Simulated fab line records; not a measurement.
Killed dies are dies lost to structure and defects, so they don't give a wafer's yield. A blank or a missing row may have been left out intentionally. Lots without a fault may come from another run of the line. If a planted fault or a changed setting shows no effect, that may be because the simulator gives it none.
fab line records | flow berkeleyCmos170
record lots=14 wafers=42 lastDay=12
route steps=331 shown NWELL@29 FIELD@96 PLDD@154 M3@311
lots that met no fault: taken from a fault-free run of the same line
startH: hours from the record's opening day to when the first of the lot's shown wafers began | waitH: hours elapsed since this lot's preceding step | " same as the row above | L1.1+2: one row covering several wafers at once | - no value present, or no start provided | * or withheld: withheld | < > ~ a bound
route shown NAME@n: a module of which the file shows steps, and the number in the route of the first | usual: mean and standard deviation over wafers with no fault | same: alike in all rows | chamber/n: place in a boat | sites: readings site by site | _std_site: how widely they spread, as a standard deviation | _edge_site: outer sites' mean less inner sites' | radiusMm: for every site, how far away it sits from the centre of the wafer | mask NAME#n: copy n | behind: tool/chamber where the wafer was last shaped | hold: why the lot was held/for how many hours/how that ended | device: which transistor (n, p or np) failed to switch | end of line: at the end of the route, the tests of the same wafers | a step without rows: its recipe alone | killed: dies lost to structure and defects at the first sort, not the wafer's yield | map: the dies of a wafer, with x for killed, . for not killed, _ for no die there
set.NAME: the setting that was run; set.NAME@STEP: the one run at that earlier step | model.NAME: the simulator's own value behind a step, which no gauge read
route steps across a sampled set of lots; one table per step, one row per wafer
services: when a tool's chamber went out of use (startH, in hours from the record's first day, below 0 if earlier), for how many hours, and the reason
## steps
# step UCB170_NWELL_STRIP_15
# recipe chemistry=O2 powerW=400 pressureMtorr=3500 platenTempC=withheld o2FlowSccm=400 overashFraction=0.5
# usual drypumpMotorCurrentA=5.6/0.58 oesProductAu=0.721/0.0048 stripTimeToEndpointS=18.07/0.12
# columns lot.wafer tool chamber startH waitH drypumpMotorCurrentA oesProductAu rfHoursCounterH stripTimeToEndpointS
L315.2 plasmaAsher-04 0 30.27 0.1 5.0 0.718 32 18.14
L315.3 " 0 " " 5.0 0.721 - 18.18
L315.6 " 0 " " 5.0 0.718 - 18.25
L316.2 plasmaAsher-04 1 32.80 0.1 5.4 0.721 32 18.07
L316.4 " 0 " " 5.0 0.718 - 17.96
L316.6 " 1 " " 5.4 0.714 - 18.03
L320.1 plasmaAsher-04 0 55.92 0.1 5.0 0.724 35 18.11
L320.3 " 0 " " 5.0 0.721 - 18.09
L320.5 " 1 " " 5.4 0.731 - 18.13
L321.2 plasmaAsher-04 0 63.43 0.1 5.0 0.720 36 18.21
L321.4 " 1 " " 5.4 0.720 - 18.09
L321.6 " 0 " " 5.0 0.721 - 18.00
L322.3 plasmaAsher-02 0 63.75 0.1 6.5 0.729 - 18.22
L322.4 " 1 " " 4.7 0.717 - 18.19
L322.6 " 0 " " 6.5 0.718 - 18.19
L323.2 plasmaAsher-04 1 72.15 0.1 5.4 0.716 37 17.94
L323.4 " 1 " " 5.5 0.727 - 17.91
L323.6 " 0 " " 5.0 0.723 - 17.94
L324.1 plasmaAsher-02 1 81.46 0.1 4.7 0.724 37 18.00
L324.4 " 0 " " 6.4 0.723 - 17.95
L324.5 " 1 " " 4.7 0.715 - 18.06
L326.2 plasmaAsher-01 0 84.01 0.1 6.1 0.727 29 18.06
L326.3 " 1 " " 5.8 0.709 - 18.07
L326.5 " 1 " " 5.8 0.723 - 18.08
L325.3 plasmaAsher-01 1 84.77 0.1 5.8 0.724 - 18.10
L325.5 " 1 " " 5.8 0.733 - 18.20
L325.6 " 0 " " 6.1 0.723 - 18.15
L327.3 plasmaAsher-04 0 89.05 0.1 5.1 0.717 - 18.04
L327.5 " 0 " " 5.0 0.726 - 18.07
L327.6 " 1 " " 5.5 0.726 - 18.03
L332.1 plasmaAsher-01 1 117.71 0.1 5.8 0.714 34 17.88
L332.2 " 0 " " 6.1 0.724 34 17.94
L332.3 " 0 " " 6.1 0.717 - 17.97
L335.1 plasmaAsher-01 0 132.15 0.1 6.1 0.719 35 18.13
L335.5 " 1 " " 5.8 0.713 - 18.04
L335.6 " 0 " " 6.1 0.721 - 18.19
L336.1 plasmaAsher-01 0 133.77 0.1 6.1 0.726 35 17.83
L336.2 " 1 " " 5.8 0.716 35 17.97
L336.6 " 0 " " 6.1 0.721 - 17.90
L338.1 plasmaAsher-02 0 149.69 0.1 6.4 0.726 43 17.94
L338.2 " 1 " " 4.7 0.722 43 17.94
L338.5 " 1 " " 4.7 0.728 - 18.04
# step UCB170_FIELD_THK_MEAS_90
# recipe reads=SiO2_of_FIELD_OXIDATION_01
# usual FIELD_OXIDE_LEFT_1_THK=441/11
# columns lot.wafer tool chamber startH waitH FIELD_OXIDE_LEFT_1_THK[nm]
L315.2 filmMetro-03 - 93.23 0.0 442
L315.3 " - " " 438
L315.6 " - " " 431
L316.2 filmMetro-02 - 102.05 0.0 436
L316.4 " - " " 443
L316.6 " - " " 442
L320.1 filmMetro-04 - 119.99 0.0 440
L320.3 " - " " 440
L320.5 " - " " 439
L322.3 filmMetro-04 - 129.61 0.0 440
L322.4 " - " " 442
L322.6 " - " " 454
L321.2 filmMetro-03 - 136.84 0.0 432
L321.4 " - " " 433
L321.6 " - " " 432
L323.2 filmMetro-02 - 136.84 0.0 451
L323.4 " - " " 453
L323.6 " - " " 447
L324.1 filmMetro-02 - 140.35 0.0 433
L324.4 " - " " 435
L324.5 " - " " 450
L326.2 filmMetro-04 - 140.36 0.0 436
L326.3 " - " " 435
L326.5 " - " " 446
L325.3 filmMetro-03 - 153.05 0.0 442
L325.5 " - " " 448
L325.6 " - " " 438
L327.3 filmMetro-02 - 153.05 0.0 458
L327.5 " - " " 444
L327.6 " - " " 439
L332.1 filmMetro-02 - 185.95 0.0 442
L332.2 " - " " 437
L332.3 " - " " 435
L335.1 filmMetro-02 - 199.85 0.0 430
L335.5 " - " " 437
L335.6 " - " " 432
L336.1 filmMetro-04 - 199.85 0.0 447
L336.2 " - " " 445
L336.6 " - " " 448
L338.1 filmMetro-03 - 209.79 0.0 446
L338.2 " - " " 443
L338.5 " - " " 436
# step UCB170_PLDD_IMPLANT_09
# recipe species=BF2 doseCm2=5e+13 energyKev=10 tiltDeg=7 rotationDeg=180
# usual beamEnergyKeV=9.9995/0.0027
# columns lot.wafer tool chamber startH waitH beamEnergyKeV
L315.2 implanter-03 0 121.63 0.1 10.004
L315.3 " 0 " " 10.002
L315.6 " 0 " " 10.000
L316.2 implanter-01 0 130.07 0.1 9.9996
L316.4 " 0 " " 9.9995
L316.6 " 0 " " 9.9976
L320.1 implanter-04 0 158.08 0.1 10.003
L320.3 " 0 " " 9.9963
L320.5 " 0 " " 9.9995
L322.3 implanter-04 0 164.40 0.1 9.9996
L322.4 " 0 " " 10.001
L322.6 " 0 " " 9.9989
L326.2 implanter-03 0 170.67 0.1 9.9989
L326.3 " 0 " " 10.003
L326.5 " 0 " " 9.9958
L321.2 implanter-01 0 171.15 0.1 10.002
L321.4 " 0 " " 10.001
L321.6 " 0 " " 10.001
L324.1 implanter-04 0 171.40 0.1 9.9978
L324.4 " 0 " " 9.9954
L324.5 " 0 " " 9.9995
L323.2 implanter-03 0 171.84 0.1 10.005
L323.4 " 0 " " 9.9969
L323.6 " 0 " " 10.001
L327.3 implanter-04 0 187.53 0.1 10.002
L327.5 " 0 " " 9.9974
L327.6 " 0 " " 9.9982
L325.3 implanter-03 0 187.82 0.1 10.004
L325.5 " 0 " " 9.9952
L325.6 " 0 " " 9.9985
L332.1 implanter-03 0 221.53 0.1 9.7794
L332.2 " 0 " " 9.7803
L332.3 " 0 " " 9.7828
L335.1 implanter-03 0 231.35 0.1 9.7768
L335.5 " 0 " " 9.7870
L335.6 " 0 " " 9.7844
L336.1 implanter-01 0 231.51 0.1 10.0000
L336.2 " 0 " " 10.003
L336.6 " 0 " " 10.001
L338.1 implanter-04 0 240.75 0.1 10.002
L338.2 " 0 " " 9.9987
L338.5 " 0 " " 10.001
# step UCB170_M3_RS_MEAS_02
# recipe thkMeasGauge=four-point-probe reads=Al_of_M3_SPUTTER_01
# usual M3_AL_RS=0.0323/0.00046
# columns lot.wafer tool chamber startH waitH M3_AL_RS[ohm/sq]
L315.2 filmMetro-01 - 158.52 0.1 0.0327
L315.3 " - " " 0.0321
L315.6 " - " " 0.0327
L316.2 filmMetro-01 - 165.81 0.1 0.0325
L316.4 " - " " 0.0319
L316.6 " - " " 0.0321
L320.1 filmMetro-01 - 195.55 0.0 0.0318
L320.3 " - " " 0.0324
L320.5 " - " " 0.0321
L322.3 filmMetro-01 - 201.41 0.1 0.0316
L322.4 " - " " 0.0320
L322.6 " - " " 0.0326
L324.1 filmMetro-02 - 206.67 0.0 0.0322
L324.4 " - " " 0.0318
L324.5 " - " " 0.0321
L323.2 filmMetro-02 - 207.65 0.1 0.0320
L323.4 " - " " 0.0318
L323.6 " - " " 0.0319
L326.2 filmMetro-01 - 207.95 0.1 0.0324
L326.3 " - " " 0.0320
L326.5 " - " " 0.0318
L321.2 filmMetro-03 - 208.20 0.1 0.0323
L321.4 " - " " 0.0323
L321.6 " - " " 0.0319
L327.3 filmMetro-03 - 221.85 0.1 0.0319
L327.5 " - " " 0.0319
L327.6 " - " " 0.0319
L325.3 filmMetro-03 - 222.18 0.1 0.0329
L325.5 " - " " 0.0319
L325.6 " - " " 0.0321
L332.1 filmMetro-01 - 260.46 0.0 0.0313
L332.2 " - " " 0.0321
L332.3 " - " " 0.0325
L335.1 filmMetro-03 - 270.46 0.0 0.0324
L335.5 " - " " 0.0320
L335.6 " - " " 0.0320
L336.1 filmMetro-02 - 270.58 0.0 0.0329
L336.2 " - " " 0.0320
L336.6 " - " " 0.0318
L338.1 filmMetro-01 - 278.60 0.0 0.0321
L338.2 " - " " 0.0318
L338.5 " - " " 0.0320
## services
# columns tool chamber startH hours kind
implanter-03 - 14.30 5.6 repair
plasmaAsher-02 - 16.44 1.4 repair
implanter-03 - 18.93 4.8 repair
implanter-04 - 23.82 3.5 pm
implanter-03 - 34.44 1.8 repair
plasmaAsher-02 - 38.14 0.6 repair
implanter-01 - 40.70 2.2 repair
implanter-03 - 40.97 1.7 repair
implanter-01 - 42.95 4.5 pm
implanter-01 - 53.25 0.5 repair
implanter-03 - 63.70 0.7 repair
plasmaAsher-02 - 87.94 1.9 repair
plasmaAsher-04 - 94.13 15.8 repair
implanter-04 - 115.89 1.3 repair
plasmaAsher-02 - 125.29 10.7 pm
plasmaAsher-04 - 136.16 13.9 pm
implanter-01 - 146.35 3.1 pm
implanter-01 - 150.73 0.6 repair
implanter-03 - 154.93 3.9 pm
implanter-04 - 155.38 1.5 repair
implanter-01 - 165.49 1.8 repair
implanter-04 - 182.09 3.0 repair
plasmaAsher-02 - 195.31 7.5 repair
implanter-01 - 199.04 4.6 repair
## key
firstSign step=UCB170_PLDD_IMPLANT_09 reading=beamEnergyKeV direction=down sigmas=79 usual=9.9995 struck=9.7818
effect none on later readings
metAt UCB170_PLDD_IMPLANT_09
struckLots L332,L335
testerLeftOut L332,L335
notActingAt UCB170_NWELL_STRIP_15,UCB170_FIELD_THK_MEAS_90,UCB170_M3_RS_MEAS_02
onsetBetween 187.82 221.53
fault kind=processParameterDrift tool=implanter-03 chamber=- onsetH=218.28 steps=UCB170_PLDD_IMPLANT_09 channel=energyKev offset=-0.21644 shape=step endH=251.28 actsIn=theseRecipesOnly stated=10
# testerLeftOut: of these lots the tester's yield and bins aren't shown, on N5 and GAA mostly nor the transistor test; their killed dies are dies lost to structure and defects alone, not to doping, threshold or leakage, so they don't give the yield
